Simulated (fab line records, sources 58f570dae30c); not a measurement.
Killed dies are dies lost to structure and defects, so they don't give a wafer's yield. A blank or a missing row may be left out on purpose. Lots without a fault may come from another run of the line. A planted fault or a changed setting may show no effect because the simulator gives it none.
Chamber matching | flow berkeley_cmos170 | UCB170_V2_CMP_02 on cmp-02: 4 sister chambers
The step polishes SiO2. 4 wafers are shown with their chamber, then 9 later ones without.

WAFERS WITH THEIR CHAMBER
wafer  | chamber | motor_current_A (A)
L619.1 | 0       | 17.6
L622.6 | 1       | 17.3
L630.2 | 3       | 14.9
L630.6 | 2       | 18.1

WAFERS WITHOUT THEIR CHAMBER
wafer  | motor_current_A (A)
L632.1 | 17.5
L632.5 | 17.0
L632.6 | 18.3
L636.1 | 15.0
L636.2 | 16.4
L636.5 | 17.9
L638.2 | 17.4
L638.3 | 15.2
L638.4 | 18.1

WHICH CHAMBER EACH WENT THROUGH
wafer  | from the rows above          | in truth
L632.1 | can't be placed: 0 or 1 or 2 | 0
L632.5 | can't be placed: 1 or 0      | 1
L632.6 | can't be placed: 2 or 0      | 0
L636.1 | 3                            | 3
L636.2 | can't be placed: 1 or 0 or 3 | 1
L636.5 | can't be placed: 2 or 0 or 1 | 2
L638.2 | can't be placed: 1 or 0 or 2 | 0
L638.3 | 3                            | 3
L638.4 | can't be placed: 2 or 0      | 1
Placed correctly: 2 of 9. Can't be placed from these rows: 7 (the true chamber is among the candidates in 6). Placed wrongly: 0.
How it was worked out, from the rows above alone: a wafer's distance from a chamber is the root of the sum, over the readings, of the square of ((its reading less the chamber's mean) divided by the reading's scatter). The wafer belongs to the nearest chamber; if the next one is less than 2 further off, it can't be placed. A chamber's mean is the mean of its shown wafers. The scatter: with one shown wafer a chamber, the root of the mean of the squares of how far each hidden wafer lies from its nearest shown one.
